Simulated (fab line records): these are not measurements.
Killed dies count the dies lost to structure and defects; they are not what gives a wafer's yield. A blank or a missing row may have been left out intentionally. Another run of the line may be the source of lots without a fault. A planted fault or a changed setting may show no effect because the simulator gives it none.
Split-lot experiment | flow berkeley-cmos170 | 5 lots, 23 wafers read, on a route of 331 steps

THE SPLIT ITSELF
At UCB170_PLDD_EXPOSE_03 (exposes mask PSELECT, target cd 1200 nm), the setting dose-mj was moved away from the recipe's 30 on 10 of the 23 wafers read, by -6.0% to -2.3%. The other wafers ran this setting at the recipe's value.

FROM THE SPLIT TO THE READING: what the file shows between them, 2 steps
- UCB170_PLDD_PEB_04
- UCB170_PLDD_DEVELOP_05: develop time 45 s

THE READING
Shown in nm: cd-nm at UCB170_PLDD_CD_MEAS_06, with target cd 1200 nm. Typical for fault-free wafers on this fab line: 1199.1 nm, with standard deviation 1.4 nm.

wafer  | tool, chamber at the split | dose-mj as run | against the recipe | cd-nm, nm | against lot-mates on the recipe
L075.2 | krf-scanner-02, 0          | 28.64          | -4.5%              | 1189.4    | -7.2
L075.3 | krf-scanner-02, 0          | 30             | recipe             | 1196.1    | -
L075.4 | krf-scanner-02, 0          | 30             | recipe             | 1197.1    | -
L075.5 | krf-scanner-02, 0          | 30             | recipe             | 1196.6    | -
L075.6 | krf-scanner-02, 0          | 28.64          | -4.5%              | 1190.4    | -6.2
L076.1 | krf-scanner-02, 0          | 29.31          | -2.3%              | 1195.5    | -4.0
L076.2 | krf-scanner-02, 0          | 29.31          | -2.3%              | 1195.5    | -4.0
L076.3 | krf-scanner-02, 0          | 30             | recipe             | 1199.6    | -
L076.4 | krf-scanner-02, 0          | 29.31          | -2.3%              | 1197.5    | -2.0
L076.5 | krf-scanner-02, 0          | 30             | recipe             | 1199.5    | -
L077.1 | krf-scanner-01, 0          | 30             | recipe             | 1199.6    | -
L077.2 | krf-scanner-01, 0          | 30             | recipe             | 1198.8    | -
L077.3 | krf-scanner-01, 0          | 30             | recipe             | 1200.4    | -
L077.4 | krf-scanner-01, 0          | 28.19          | -6.0%              | 1188.5    | -11.1
L077.5 | krf-scanner-01, 0          | 28.19          | -6.0%              | 1188.7    | -10.9
L081.1 | krf-scanner-02, 0          | 28.26          | -5.8%              | 1187.3    | -11.7
L081.2 | krf-scanner-02, 0          | 28.26          | -5.8%              | 1186.6    | -12.4
L081.4 | krf-scanner-02, 0          | 28.26          | -5.8%              | 1188.5    | -10.5
L081.5 | krf-scanner-02, 0          | 30             | recipe             | 1199.3    | -
L081.6 | krf-scanner-02, 0          | 30             | recipe             | 1198.7    | -
L085.1 | krf-scanner-01, 0          | 30             | recipe             | 1198.8    | -
L085.2 | krf-scanner-01, 0          | 30             | recipe             | 1200.0    | -
L085.3 | krf-scanner-01, 0          | 30             | recipe             | 1199.4    | -

THE FIT
A straight line over all 23 wafers: cd-nm changes by +1.84 nm for each +1% of dose-mj; r = +0.96; the points scatter about the line by 1.3 nm.
The same after taking each lot's own level away (the mean of its wafers on the recipe; 23 wafers): +1.84 nm for each +1%; r = +0.98; scatter 0.9 nm.
Per that fit: largest dose-mj move, reading shift of 11 nm.
Measured against the standard deviation above, the lots' own levels, which go from 1196.60 to 1199.60 nm, span 2.1 times it.
The two slopes agree, so the slope changes little with the lot-to-lot level.
Check: with one of the wafers moved furthest among these (-6.0%) left out of the fit, the line predicts -10.9 nm for it against its lot-mates. It came out at -11.1 nm against them.

OTHER SPLITS APPLIED TO THESE WAFERS
These wafers also went through other splits before the reading. Each is held against what the fit with the lots' levels taken away leaves over:
other split on the same wafers      | wafers away from the commonest value | r with cd-nm (lot level and that fit taken away)
UCB170_START_OXIDATION_02 temp-c    | 15                                   | +0.03
UCB170_ZERO_COAT_01 resist-thk-nm   | 10                                   | +0.11
UCB170_ACTIVE_EXPOSE_10 dose-mj     | 7                                    | +0.47
UCB170_ACTIVE_DEVELOP_12 dev-temp-c | 9                                    | -0.06
UCB170_FIELD_OXIDATION_01 ox-time-s | 15                                   | -0.18
UCB170_FIELD_WET_ETCH_04 time-s     | 15                                   | +0.31
UCB170_NVT_IMPLANT_07 dose-cm2      | 8                                    | -0.13
UCB170_PVT_HMDS_00 prime-temp-c     | 2                                    | +0.24

FILE'S OWN FIT
cd-nm changes by +1.79 nm for each +1% of dose-mj, r = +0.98.
